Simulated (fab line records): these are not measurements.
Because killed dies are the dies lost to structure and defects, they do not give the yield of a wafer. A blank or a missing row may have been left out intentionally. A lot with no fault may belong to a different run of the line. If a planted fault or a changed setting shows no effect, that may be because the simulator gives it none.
A lot that was struck, set against a sound lot	flow rit cmos	15 steps out of a route of 202
Sound: wafers L559.1, L559.2, L559.3. Struck: wafer L563.1 (left out: L563.4, L563.5 of the same lot, which were not struck); the cause appears at the end.
At each step with rows: each side's tool, then ch and its chambers, then its first start. Under that, the readings that differ: sound wafers	struck wafers	difference of the means	sigmas: that difference in standard deviations of wafers without a fault.
alike: same words and numbers on both sides, and readings whose means sit less than 2 such deviations apart. not compared: any withheld reading, any reading some wafer has no value for, any bound like >300 that may hide the same value, and any number with overlapping values for which the record gives no deviation.
A row with sigmas, a row that says differs or no value, or rows on one side alone: a step with any of these is where the two part. When numbers do not overlap yet have no deviation, they are printed without sigmas and do not part them. A reading that every wafer of one side lacks parts them only if that side has two wafers or more.

RIT_SILICIDE_RTA_06: time 10 s, ramp up 5 s, ramp down 10 s.
  sound on rtp anneal-02 ch 0, day 5 22:47; struck on rtp anneal-02 ch 0, day 6 16:43
  alike: wafer_temp_C_max
RIT_CONTACT_CVD_00: deposits SiO2 from TEOS, target thk 400 nm, time 61 s.
  sound on pecvd-03 ch 0,1,2, day 5 22:51; struck on pecvd-01 ch 0, day 6 16:47
  alike: heater power w
RIT_CONTACT_THK_MEAS_01:
  sound on film metro-03, day 5 22:54; struck on film metro-01, day 6 16:50
  alike: CONTACT_TEOS_THK
then, 6 steps without rows for these wafers: RIT_CONTACT_HMDS_02 (prime time 60 s); RIT_CONTACT_COAT_03 (resist thk 1000 nm); RIT_CONTACT_SOFTBAKE_04 (time 60 s); RIT_CONTACT_EXPOSE_05 (exposes mask M11, target cd 1000 nm); RIT_CONTACT_PEB_06; RIT_CONTACT_DEVELOP_07 (develop time 120 s).
RIT_CONTACT_CD_MEAS_08 targets a cd of 1000 nm.
  sound on cd sem-02, day 5 23:56; struck on cd sem-02, day 6 17:51
  alike: cd nm
RIT_CONTACT_OVL_MEAS_09:
  sound on overlay-02, day 6 00:03; struck on overlay-01, day 6 17:58
  alike: CONTACT_OVL
then, 1 step without rows for these wafers: RIT_CONTACT_HARDBAKE_10 (time 60 s).
RIT_CONTACT_ETCH_11: etches SiO2 in CHF3/CF4/Ar, stops on TiSi2, target depth 480 nm, time 320 s.
  sound on rie diel-01 ch 0,1,3, day 6 00:14; struck on rie diel-01 ch 2, day 6 18:10
reading	sound	struck	difference	sigmas
model.NOVOLAK_of_CONTACT_COAT_03.thk nm (nm)	769.5 769.1 769.9	714.7	-54.8	
  alike: chamber pressure mTorr, drypump motor current A, mfc ar sccm, oes product au, throttle valve pct
  not compared: rf hours counter h
RIT_CONTACT_STRIP_12: strips in O2, time 180 s.
  sound on plasma asher-04 ch 0,1, day 6 00:26; struck on plasma asher-02 ch 1, day 6 18:22
  alike: chamber pressure mTorr, drypump motor current A, rf refl power W
  not compared: rf hours counter h
RIT_M1_PROBE_99:
  sound on prober-02, day 6 05:15; struck on prober-02, day 6 23:09
reading	sound	struck	difference	sigmas
model.etest.nmos_0p15.junction log10 a um	-13.37 -13.52 -13.4	-10.85	+2.58	
model.etest.nmos narrow.off log10 a um	-13.31 -13.1 -13.21	-10.85	+2.36	
model.etest.gate end array.leak log10 a um	-12.91 -12.75 -12.99	-10.66	+2.22	
model.etest.nmos_0p3.off log10 a um	-13.09 -13 -13.14	-10.85	+2.23	
model.etest.pmos_0p15.junction log10 a um	-13.83 -13.88 -13.85	-11.85	+2.00	
model.etest.contact diode array.leak log10 a (angstrom)	-9.464 -9.521 -9.361	-7.563	+1.886	
model.etest.pmos_0p3.off log10 a um	-13.11 -12.89 -12.87	-11.79	+1.17	
model.etest.pmos narrow.off log10 a um	-12.81 -12.87 -12.85	-11.8	+1.0	
  alike: killed at front end, killed dies, killed open, killed short

== WHERE THEY PART ==
Nowhere in this record.

WHY: the cause the simulator had injected
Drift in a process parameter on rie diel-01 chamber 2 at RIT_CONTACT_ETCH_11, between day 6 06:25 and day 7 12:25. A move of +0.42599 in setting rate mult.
